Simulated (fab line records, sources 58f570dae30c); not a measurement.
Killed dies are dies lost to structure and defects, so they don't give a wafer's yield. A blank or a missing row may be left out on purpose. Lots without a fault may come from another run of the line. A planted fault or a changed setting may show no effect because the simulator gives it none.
fab line records | flow berkeley_cmos170
record lots=5 wafers=15 last_day=10
route steps=331 shown PFIELD@82 FIELD@89 SACOX@97 SCREENOX@100 NVT@104 PVT@115 M2@288
lots that met no fault: from a run of the same line without faults
start_h: hours from the record's first day to the start of the lot's first wafer shown | wait_h: hours since the lot's step before | " the same as in the row above | L1.1+2: a row that stands for several wafers | - no value, or no start given | * or withheld: withheld | < > ~ a bound
route shown NAME@n: a module of which the file shows steps, and the number in the route of the first | usual: mean/standard deviation of fault-free wafers | same: alike in all rows | chamber/n: place in a boat | sites: the reading at each site | _std_site: their standard deviation | _edge_site: outer sites' mean less inner sites' | radius_mm: how far each site lies from the wafer's centre | mask NAME#n: copy n | behind: the tool/chamber that last shaped the wafer | hold: why the lot was held/for how many hours/how that ended | device: the transistor (n, p or np) that didn't switch | end of line: the same wafers' tests at the end of the route | a step without rows: its recipe alone | killed: dies lost to structure and defects at the first sort, not the wafer's yield | map: a wafer's dies, x killed, . not, _ none there
set.NAME: the setting as run; set.NAME@STEP: as run at that earlier step | model.NAME: the simulator's own value behind a step, which no gauge read
lots at some steps of the route; a table a step, a row a wafer
services: from which hour (start_h, from the record's first day; less than 0 if before it) a tool's chamber was out of use, for how many hours, and why
## steps
# step UCB170_PFIELD_EXPOSE_03
# recipe mask_id=PFIELD na=0.5 sigma_outer=0.6 source_shape=conventional target_cd_nm=1500 dose_mj=30
# step UCB170_PFIELD_PEB_04
# recipe peb_temp_c=130 peb_time_s=withheld resist=KrF
# step UCB170_PFIELD_DEVELOP_05
# recipe developer=TMAH develop_time_s=45 resist=KrF dev_temp_c=21
# step UCB170_PFIELD_OVL_MEAS_06
# usual PFIELD_OVL=-2/5.2
# columns lot.wafer tool chamber start_h wait_h PFIELD_OVL[nm]
L235.3 overlay-01 - 105.87 - 8
L235.5 " - " " 4
L235.6 " - " " 7
L239.1 overlay-01 - 117.51 - 1
L239.2 " - " " 9
L239.4 " - " " 8
L236.2 overlay-02 - 118.05 - 4
L236.5 " - " " 6
L236.6 " - " " 0
L238.2 overlay-01 - 123.82 - -6
L238.3 " - " " -4
L238.4 " - " " -1
L243.1 overlay-02 - 157.75 - -2
L243.3 " - " " -4
L243.6 " - " " -6
# step UCB170_PFIELD_IMPLANT_07
# recipe species=B dose_cm2=2e+13 energy_kev=80 tilt_deg=7
# step UCB170_PFIELD_STRIP_08
# recipe chemistry=O2 power_w=400 pressure_mtorr=3500 platen_temp_c=withheld o2_flow_sccm=400 overash_fraction=0.5
# usual chamber_pressure_mTorr=3500/3.3 drypump_motor_current_A=5.6/0.54 oes_product_au=0.735/0.0046 strip_time_to_endpoint_s=21.61/0.064
# columns lot.wafer tool chamber start_h wait_h chamber_pressure_mTorr drypump_motor_current_A oes_product_au rf_hours_counter_h strip_time_to_endpoint_s
L235.3 plasma_asher-02 1 106.08 0.1 3501 6.0 0.733 - 21.65
L235.5 " 1 " " 3500 6.0 0.728 - 21.59
L235.6 " 0 " " 3502 5.8 0.731 - 21.67
L239.1 plasma_asher-03 1 117.70 0.1 3501 4.9 0.737 31 21.58
L239.2 " 0 " " 3502 4.9 0.725 31 21.57
L239.4 " 1 " " 3500 4.9 0.735 - 21.55
L236.2 plasma_asher-02 1 118.23 0.1 3496 6.0 0.731 0 21.58
L236.5 " 0 " " 3509 5.8 0.736 - 21.59
L236.6 " 1 " " 3505 6.0 0.734 - 21.64
L238.2 plasma_asher-03 0 124.00 0.1 3495 4.9 0.730 32 21.64
L238.3 " 0 " " 3506 4.9 0.736 - 21.62
L238.4 " 1 " " 3500 4.9 0.738 - 21.62
L243.1 plasma_asher-02 0 157.94 0.1 3499 5.8 0.736 4 21.63
L243.3 " 0 " " 3497 5.8 0.736 - 21.60
L243.6 " 1 " " 3499 6.0 0.738 - 21.69
# step UCB170_PFIELD_TW_MEAS_09
# usual PFIELD_TW=603.6/2.6
# columns lot.wafer tool chamber start_h wait_h PFIELD_TW
L235.3 film_metro-02 - 106.16 0.1 602.1
L235.5 " - " " 602.8
L235.6 " - " " 602.1
L239.1 film_metro-02 - 117.80 0.1 603.8
L239.2 " - " " 602.8
L239.4 " - " " 605.4
L236.2 film_metro-02 - 118.34 0.1 602.1
L236.5 " - " " 600.0
L236.6 " - " " 604.5
L238.2 film_metro-02 - 124.11 0.1 604.0
L238.3 " - " " 604.3
L238.4 " - " " 602.3
L243.1 film_metro-02 - 158.04 0.1 605.0
L243.3 " - " " 604.7
L243.6 " - " " 603.2
# step UCB170_FIELD_CLEAN_00
# recipe chemistry=dHF dilution=25:1 time_s=7.5
# step UCB170_FIELD_OXIDATION_01
# recipe temp_c=1000 ambient=H2O p_h2o_torr=584.62 target_thk_a=5583 ox_time_s=7200
# step UCB170_FIELD_THK_MEAS_02
# recipe reads=SiO2_of_FIELD_OXIDATION_01
# usual FIELD_OXIDE_THK=556/9
# columns lot.wafer tool chamber start_h wait_h FIELD_OXIDE_THK[nm]
L235.3 film_metro-04 - 111.85 0.0 547
L235.5 " - " " 542
L235.6 " - " " 554
L239.1 film_metro-04 - 123.98 0.0 560
L239.2 " - " " 564
L239.4 " - " " 559
L236.2 film_metro-04 - 124.05 0.1 564
L236.5 " - " " 562
L236.6 " - " " 553
L238.2 film_metro-04 - 129.45 0.0 544
L238.3 " - " " 553
L238.4 " - " " 550
L243.1 film_metro-03 - 164.62 0.0 566
L243.3 " - " " 571
L243.6 " - " " 565
# step UCB170_FIELD_ANNEAL_03
# recipe temp_c=1000 time_s=1200 ambient=N2
# step UCB170_FIELD_WET_ETCH_04
# recipe chemistry=dHF dilution=10:1 target=SiO2 temp_c=25 time_s=60
# step UCB170_FIELD_WET_ETCH_05
# recipe chemistry=H3PO4 target=Si3N4 temp_c=160 time_s=12600
# columns lot.wafer tool chamber start_h wait_h
L235.3+5+6 wet_bench-03 1 116.64 0.0
L236.2+5+6 wet_bench-03 2 126.79 0.0
L239.1+2+4 wet_bench-03 1 126.79 0.0
L238.2+3+4 wet_bench-03 2 132.33 0.2
L243.1+3+6 wet_bench-03 1 167.53 0.0
# step UCB170_FIELD_WET_ETCH_06
# recipe chemistry=BOE dilution=5:1 target=SiO2 temp_c=25 time_s=22
# step UCB170_FIELD_THK_MEAS_90
# recipe reads=SiO2_of_FIELD_OXIDATION_01
# usual FIELD_OXIDE_LEFT_1_THK=440/8.8
# columns lot.wafer tool chamber start_h wait_h FIELD_OXIDE_LEFT_1_THK[nm]
L235.3 film_metro-04 - 123.71 0.0 431
L235.5 " - " " 425
L235.6 " - " " 438
L236.2 film_metro-04 - 131.12 0.0 449
L236.5 " - " " 447
L236.6 " - " " 438
L239.1 film_metro-04 - 131.17 0.1 443
L239.2 " - " " 447
L239.4 " - " " 442
L238.2 film_metro-04 - 136.06 0.0 428
L238.3 " - " " 439
L238.4 " - " " 434
L243.1 film_metro-04 - 171.11 0.0 448
L243.3 " - " " 453
L243.6 " - " " 448
# step UCB170_SACOX_CLEAN_00
# recipe chemistry=dHF dilution=25:1 time_s=7.5
# step UCB170_SACOX_OXIDATION_01
# recipe temp_c=900 ambient=O2 target_thk_a=144 ox_time_s=2400
# step UCB170_SACOX_THK_MEAS_02
# recipe reads=SiO2_of_SACOX_OXIDATION_01
# usual SACOX_OXIDE_THK=14.24/0.24
# columns lot.wafer tool chamber start_h wait_h SACOX_OXIDE_THK[nm]
L235.3 film_metro-02 - 127.22 0.0 14.42
L235.5 " - " " 14.25
L235.6 " - " " 14.41
L236.2 film_metro-02 - 136.93 0.0 14.25
L236.5 " - " " 13.90
L236.6 " - " " 13.90
L239.1 film_metro-02 - 136.98 0.1 14.54
L239.2 " - " " 14.53
L239.4 " - " " 14.49
L238.2 film_metro-04 - 141.40 0.0 13.77
L238.3 " - " " 13.76
L238.4 " - " " 13.86
L243.1 film_metro-02 - 176.33 0.1 13.98
L243.3 " - " " 14.37
L243.6 " - " " 14.30
# step UCB170_SCREENOX_WET_ETCH_00
# recipe chemistry=dHF dilution=25:1 target=SiO2 temp_c=25 time_s=200
# step UCB170_SCREENOX_OXIDATION_01
# recipe temp_c=900 ambient=O2 target_thk_a=144 ox_time_s=2400
# step UCB170_SCREENOX_THK_MEAS_02
# recipe reads=SiO2_of_SCREENOX_OXIDATION_01
# usual SCREENOX_OXIDE_THK=14.18/0.3
# columns lot.wafer tool chamber start_h wait_h SCREENOX_OXIDE_THK[nm]
L235.3 film_metro-02 - 133.64 0.0 13.74
L235.5 " - " " 13.91
L235.6 " - " " 13.74
L239.1 film_metro-04 - 143.05 0.0 14.05
L239.2 " - " " 14.29
L239.4 " - " " 14.25
L236.2 film_metro-02 - 143.06 0.0 13.36
L236.5 " - " " 13.39
L236.6 " - " " 13.45
L238.2 film_metro-04 - 147.23 0.0 14.20
L238.3 " - " " 14.08
L238.4 " - " " 14.31
L243.1 film_metro-03 - 180.54 0.0 14.35
L243.3 " - " " 14.59
L243.6 " - " " 14.67
# step UCB170_SCREENOX_ANNEAL_03
# recipe temp_c=900 time_s=900 ambient=N2
# step UCB170_NVT_HMDS_00
# recipe prime_time_s=60 prime_temp_c=100
# step UCB170_NVT_COAT_01
# recipe resist=KrF spin_rpm=1500 resist_thk_nm=900
# step UCB170_NVT_SOFTBAKE_02
# recipe resist=KrF temp_c=130 time_s=60
# step UCB170_NVT_EXPOSE_03
# recipe mask_id=PWELL target_cd_nm=3000 na=0.5 sigma_outer=0.6 source_shape=conventional dose_mj=30
# step UCB170_NVT_PEB_04
# recipe peb_temp_c=130 peb_time_s=withheld resist=KrF
# step UCB170_NVT_DEVELOP_05
# recipe developer=TMAH develop_time_s=45 resist=KrF dev_temp_c=21
# step UCB170_NVT_OVL_MEAS_06
# usual NVT_OVL=1/5.8
# columns lot.wafer tool chamber start_h wait_h NVT_OVL[nm]
L235.3 overlay-01 - 141.65 - -8
L235.5 " - " " -10
L235.6 " - " " -10
L239.1 overlay-01 - 148.94 - 18
L239.2 " - " " 14
L239.4 " - " " 13
L236.2 overlay-02 - 149.22 - -4
L236.5 " - " " -6
L236.6 " - " " -4
L238.2 overlay-01 - 152.27 - 1
L238.3 " - " " -2
L238.4 " - " " -7
L243.1 overlay-01 - 186.56 - -1
L243.3 " - " " 1
L243.6 " - " " 8
# step UCB170_NVT_IMPLANT_07
# recipe species=BF2 dose_cm2=3e+12 energy_kev=50 tilt_deg=7
# step UCB170_NVT_STRIP_08
# recipe chemistry=O2 power_w=400 pressure_mtorr=3500 platen_temp_c=withheld o2_flow_sccm=400 overash_fraction=0.5
# usual chamber_pressure_mTorr=3499/3.3 drypump_motor_current_A=5.1/0.44 oes_product_au=0.734/0.0045 strip_time_to_endpoint_s=21.62/0.062
# columns lot.wafer tool chamber start_h wait_h chamber_pressure_mTorr drypump_motor_current_A oes_product_au rf_hours_counter_h strip_time_to_endpoint_s
L235.3 plasma_asher-03 0 141.86 0.1 3497 4.9 0.735 - 21.64
L235.5 " 0 " " 3508 4.9 0.733 - 21.63
L235.6 " 1 " " 3499 4.9 0.729 - 21.62
L239.1 plasma_asher-03 1 149.12 0.1 3504 4.9 0.733 34 21.62
L239.2 " 0 " " 3499 4.9 0.741 34 21.64
L239.4 " 1 " " 3495 4.9 0.736 - 21.66
L236.2 plasma_asher-01 0 149.40 0.1 3502 5.3 0.735 45 21.57
L236.5 " 1 " " 3498 4.6 0.733 - 21.55
L236.6 " 0 " " 3499 5.3 0.733 - 21.59
L238.2 plasma_asher-03 0 152.45 0.1 3496 4.9 0.732 35 21.62
L238.3 " 0 " " 3499 4.9 0.725 - 21.64
L238.4 " 1 " " 3497 5.0 0.734 - 21.56
L243.1 plasma_asher-03 1 186.75 0.1 3498 4.9 0.734 39 21.67
L243.3 " 0 " " 3498 4.9 0.739 - 21.65
L243.6 " 0 " " 3500 4.9 0.726 - 21.60
# step UCB170_NVT_TW_MEAS_09
# usual NVT_TW=526.3/2
# columns lot.wafer tool chamber start_h wait_h NVT_TW
L235.3 film_metro-02 - 141.95 0.1 528.7
L235.5 " - " " 528.3
L235.6 " - " " 525.5
L239.1 film_metro-02 - 149.22 0.1 528.0
L239.2 " - " " 529.2
L239.4 " - " " 528.0
L236.2 film_metro-02 - 149.51 0.1 528.4
L236.5 " - " " 527.9
L236.6 " - " " 526.1
L238.2 film_metro-01 - 152.61 0.1 525.7
L238.3 " - " " 523.5
L238.4 " - " " 525.6
L243.1 film_metro-01 - 186.85 0.1 524.5
L243.3 " - " " 525.0
L243.6 " - " " 524.6
# step UCB170_NVT_CLEAN_10
# recipe chemistry=SPM temp_c=120 time_s=600
# step UCB170_PVT_HMDS_00
# recipe prime_time_s=60 prime_temp_c=100
# step UCB170_PVT_COAT_01
# recipe resist=KrF spin_rpm=1500 resist_thk_nm=900
# step UCB170_PVT_SOFTBAKE_02
# recipe resist=KrF temp_c=130 time_s=60
# step UCB170_PVT_EXPOSE_03
# recipe mask_id=NWELL target_cd_nm=3000 na=0.5 sigma_outer=0.6 source_shape=conventional dose_mj=30
# step UCB170_PVT_PEB_04
# recipe peb_temp_c=130 peb_time_s=withheld resist=KrF
# step UCB170_PVT_DEVELOP_05
# recipe developer=TMAH develop_time_s=45 resist=KrF dev_temp_c=21
# step UCB170_PVT_OVL_MEAS_06
# usual PVT_OVL=-2/6.7
# columns lot.wafer tool chamber start_h wait_h PVT_OVL[nm]
L235.3 overlay-02 - 143.16 - -13
L235.5 " - " " -9
L235.6 " - " " -7
L239.1 overlay-01 - 151.19 - 5
L239.2 " - " " 2
L239.4 " - " " 0
L236.2 overlay-02 - 151.67 - -1
L236.5 " - " " 1
L236.6 " - " " 1
L238.2 overlay-01 - 154.13 - 1
L238.3 " - " " -8
L238.4 " - " " -3
L243.1 overlay-01 - 189.91 - -3
L243.3 " - " " 1
L243.6 " - " " 2
# step UCB170_PVT_IMPLANT_07
# recipe species=P dose_cm2=2e+12 energy_kev=30 tilt_deg=7
# step UCB170_PVT_STRIP_08
# recipe chemistry=O2 power_w=400 pressure_mtorr=3500 platen_temp_c=withheld o2_flow_sccm=400 overash_fraction=0.5
# usual chamber_pressure_mTorr=3499.8/2.8 drypump_motor_current_A=5.7/0.55 oes_product_au=0.734/0.0042 strip_time_to_endpoint_s=21.60/0.082
# columns lot.wafer tool chamber start_h wait_h chamber_pressure_mTorr drypump_motor_current_A oes_product_au rf_hours_counter_h strip_time_to_endpoint_s
L235.3 plasma_asher-01 0 143.36 0.1 3497.8 5.3 0.732 - 21.54
L235.5 " 0 " " 3502.6 5.3 0.740 - 21.64
L235.6 " 1 " " 3506.7 4.6 0.739 - 21.56
L239.1 plasma_asher-01 1 151.38 0.1 3498.7 4.6 0.735 45 21.64
L239.2 " 0 " " 3497.0 5.3 0.738 45 21.65
L239.4 " 0 " " 3499.2 5.2 0.741 - 21.69
L236.2 plasma_asher-02 0 151.85 0.1 3492.4 5.8 0.734 3 21.56
L236.5 " 0 " " 3505.1 5.8 0.730 - 21.54
L236.6 " 1 " " 3499.4 6.0 0.729 - 21.55
L238.2 plasma_asher-02 1 154.31 0.1 3501.1 6.0 0.731 4 21.61
L238.3 " 0 " " 3496.9 5.8 0.736 - 21.54
L238.4 " 1 " " 3498.0 6.0 0.731 - 21.61
L243.1 plasma_asher-01 1 190.10 0.1 3496.5 4.6 0.734 49 21.57
L243.3 " 1 " " 3497.6 4.6 0.728 - 21.56
L243.6 " 1 " " 3503.8 4.6 0.733 - 21.54
# step UCB170_M2_ETCH_17
# recipe chemistry=N2/H2 target_depth_a=withheld overetch_a=withheld target=BARC time_s=withheld source_w=500 bias_w=100 pressure_mtorr=30 n2_flow_sccm=100 h2_flow_sccm=200
# usual chamber_pressure_mTorr=30.00/0.037 drypump_motor_current_A=5.6/0.46 oes_product_au=0.999/0.026 throttle_valve_pct=13.22/0.17
# columns lot.wafer tool chamber start_h wait_h chamber_pressure_mTorr drypump_motor_current_A oes_product_au throttle_valve_pct model.M2.cd_nm
L235.3 rie_diel-03 1 188.89 0.0 30.00 5.4 0.992 13.04 700.4
L235.5 " 1 " " 30.05 5.4 0.994 13.02 701.1
L235.6 " 0 " " 30.00 5.5 0.993 13.69 701
L236.2 rie_diel-03 2 198.44 0.0 30.01 5.7 1.029 13.22 704.3
L236.5 " 3 " " 29.99 6.2 0.965 13.27 703.7
L236.6 " 0 " " 29.95 5.6 0.991 13.70 702.6
L239.1 rie_diel-01 1 200.18 0.0 30.02 5.6 0.996 13.19 700.3
L239.2 " 0 " " 29.97 5.7 0.999 13.14 699.6
L239.4 " 3 " " 29.96 6.4 0.983 13.24 701.7
L238.2 rie_diel-03 0 208.88 0.0 30.01 5.6 0.997 13.71 699.8
L238.3 " 1 " " 29.98 5.4 0.998 13.03 701.1
L238.4 " 3 " " 29.95 6.1 0.976 13.27 701.5
L243.1 rie_diel-03 3 240.59 0.0 29.92 6.2 0.971 13.27 706.2
L243.3 " 1 " " 30.04 5.5 1.003 13.03 706.3
L243.6 " 0 " " 29.97 5.5 1.012 13.68 707.5
# step UCB170_M2_METAL_ETCH_18
# recipe chemistry=Cl2/BCl3 target=Al stop_on=SiO2 pressure_mtorr=12 target_depth_a=11700 over_etch_frac=0.3 time_s=195 icp_w=600 bias_w=120 Cl2_flow_sccm=90 bcl3_flow_sccm=45
# usual bcl3_flow_sccm=45.02/0.12 chamber_pressure_mTorr=12.000/0.011 drypump_motor_current_A=5.3/0.41 oes_product_au=0.846/0.014 throttle_valve_pct=24.4/0.32
# same over_etch_frac=0.3
# columns lot.wafer tool chamber start_h wait_h bcl3_flow_sccm chamber_pressure_mTorr drypump_motor_current_A oes_product_au rf_hours_counter_h throttle_valve_pct model.M2.cd_nm
L235.3 rie_metal-01 1 189.06 - 45.13 11.992 4.8 0.834 - 24.6 706.3
L235.5 " 1 " " 45.08 12.005 4.8 0.836 - 24.6 704.8
L235.6 " 1 " " 45.07 11.993 4.8 0.841 - 24.6 704.6
L236.2 rie_metal-01 1 198.48 - 44.95 11.997 4.8 0.845 7 24.6 708.1
L236.5 " 0 " " 45.10 12.000 6.2 0.836 - 24.4 708.1
L236.6 " 1 " " 45.00 12.011 4.9 0.838 - 24.6 704.1
L239.1 rie_metal-04 1 200.22 - 44.92 12.009 5.2 0.874 10 24.8 703.2
L239.2 " 0 " " 44.85 11.985 5.2 0.834 1 23.9 704.2
L239.4 " 1 " " 44.86 12.021 5.2 0.862 - 24.8 704.1
L238.2 rie_metal-04 0 208.93 - 45.09 12.018 5.2 0.827 2 23.9 702.4
L238.3 " 0 " " 45.07 12.011 5.2 0.829 - 23.9 704.8
L238.4 " 1 " " 44.98 12.003 5.2 0.860 - 24.8 702.7
L243.1 rie_metal-04 1 240.63 - 45.00 12.002 5.2 0.865 12 24.8 708
L243.3 " 0 " " 45.13 11.995 5.2 0.838 - 23.9 710
L243.6 " 0 " " 45.26 12.004 5.3 0.824 - 23.9 710.3
## services
# columns tool chamber start_h hours kind
rie_metal-04 1 86.22 8.0 repair
plasma_asher-02 - 108.75 9.0 pm
plasma_asher-02 0 108.75 9.0 vent_cycle
plasma_asher-02 1 108.75 9.0 vent_cycle
plasma_asher-02 0 117.75 - clean
plasma_asher-02 1 117.75 - clean
rie_diel-03 - 125.42 15.6 pm
rie_metal-04 0 125.84 - clean
rie_metal-04 0 125.84 19.2 scheduled_down
rie_metal-04 0 125.84 19.2 vent_cycle
rie_metal-04 1 167.22 7.1 repair
rie_metal-01 0 172.36 7.9 repair
plasma_asher-01 - 176.79 3.4 repair
rie_metal-01 0 180.29 - clean
rie_metal-01 0 180.29 14.1 scheduled_down
rie_metal-01 0 180.29 14.1 vent_cycle
rie_diel-03 0 211.18 20.7 repair
plasma_asher-01 - 211.97 2.7 repair
## key
first_sign none at tools or gauges
model_effect step=UCB170_M2_ETCH_17 value=M2.cd_nm without=699.7 struck=706.6
model_effect step=UCB170_M2_METAL_ETCH_18 value=M2.cd_nm without=702.4 struck=709.4
met_at UCB170_FIELD_WET_ETCH_05
struck_wafers L243.1,L243.3,L243.6
sort_left_out L243.1,L243.3,L243.6
tester_left_out L243
loop_trim step=UCB170_M2_EXPOSE_12 setting=dose lots=L243
onset_between 126.79 167.53
also_fits time
fault kind=chamber_particle_source tool=wet_bench-03 chamber=1 onset_h=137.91 steps=UCB170_FIELD_WET_ETCH_05 rate_per_visit_cm2=2.1662 end_h=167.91
# tester_left_out: of these lots the tester's yield and bins aren't shown, on N5 and GAA mostly nor the transistor test; their killed dies are dies lost to structure and defects alone, not to doping, threshold or leakage, so they don't give the yield
# sort_left_out: the simulated sort isn't trusted on such a fault, so these wafers' sort isn't shown, and their yield isn't known
# loop_trim: a control loop set the setting to another value than it would have without faults
